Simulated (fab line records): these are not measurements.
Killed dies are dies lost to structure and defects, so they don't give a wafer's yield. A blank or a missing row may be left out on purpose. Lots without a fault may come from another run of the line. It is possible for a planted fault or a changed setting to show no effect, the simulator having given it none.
Which tool was responsible?    flow berkeley cmos170    Sampling: 7 lots, 21 wafers, 2 of 331 route steps

WHAT EACH GAUGE READ, for each wafer
UCB170_V2_THK_MEAS_01.
lot   measured      on             V2_TEOS_THK (nm)
L631  day 8 21:26   film metro-03  2034 2024 2042
L635  day 9 08:58   film metro-04  2007 2001 2052
L636  day 10 08:44  film metro-02  2010 2027 2217
L643  day 11 00:13  film metro-02  2028 2044 2032
L648  day 11 13:47  film metro-03  1974 2026 2010
L651  day 12 01:34  film metro-02  1990 2029 2046
L652  day 12 13:07  film metro-03  1952 1983 2032

WHAT TOOL EACH LOT RAN ON (gives the tool, then ch and the chambers of the sampled wafers, and finally the start)
lot   UCB170_V2_CVD_00
L631  pecvd-02 ch 0,1,2, day 8 21:15
L635  pecvd-01 ch 1,2, day 9 08:49
L636  pecvd-02 ch 0,1,2, day 10 08:34
L643  pecvd-04 ch 0,2, day 11 00:02
L648  pecvd-01 ch 0,1, day 11 13:33
L651  pecvd-04 ch 0,2, day 12 01:25
L652  pecvd-01 ch 0,1,2, day 12 12:58
- UCB170_V2_CVD_00: deposits SiO2 from TEOS/O2, target thk 2000 nm, time 250 s.

THE ANSWER, worked out from the rows above alone
Rule: the lots themselves supply what counts as usual. Put in order of their means at a reading, lots are off if they are a third of the lots or fewer, leave a main group of 4 or more, and stand apart from it by a gap of 3 or more times the standard deviation of the main group's means; of several such gaps the widest counts. A main group whose means are all the same, to the digits that the tables above print for the reading, isn't used. Also off: a lot with no number at a reading for which 4 or more lots have one. Where the step has rows for the other lots, those lots are counted as sound.
Off: at UCB170_V2_THK_MEAS_01 (V2_TEOS_THK), L636. The main group has a mean of 2017 nm with a standard deviation of 16.
A tool fits if, at a process step before that reading, it ran every lot that is off, and no sound lot after the first of them. Gauges at UCB170_V2_THK_MEAS_01: tried the same way as those tools. One fits: pecvd-02 at UCB170_V2_CVD_00. A fault onset in the window from L631 (day 8 21:15, its last sound lot) to L636 (day 10 08:34, its first lot off) fits.

WHAT THE SIMULATOR HAD INSERTED
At UCB170_V2_CVD_00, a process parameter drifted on pecvd-02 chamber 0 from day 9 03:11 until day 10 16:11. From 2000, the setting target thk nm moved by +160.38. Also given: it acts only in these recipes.
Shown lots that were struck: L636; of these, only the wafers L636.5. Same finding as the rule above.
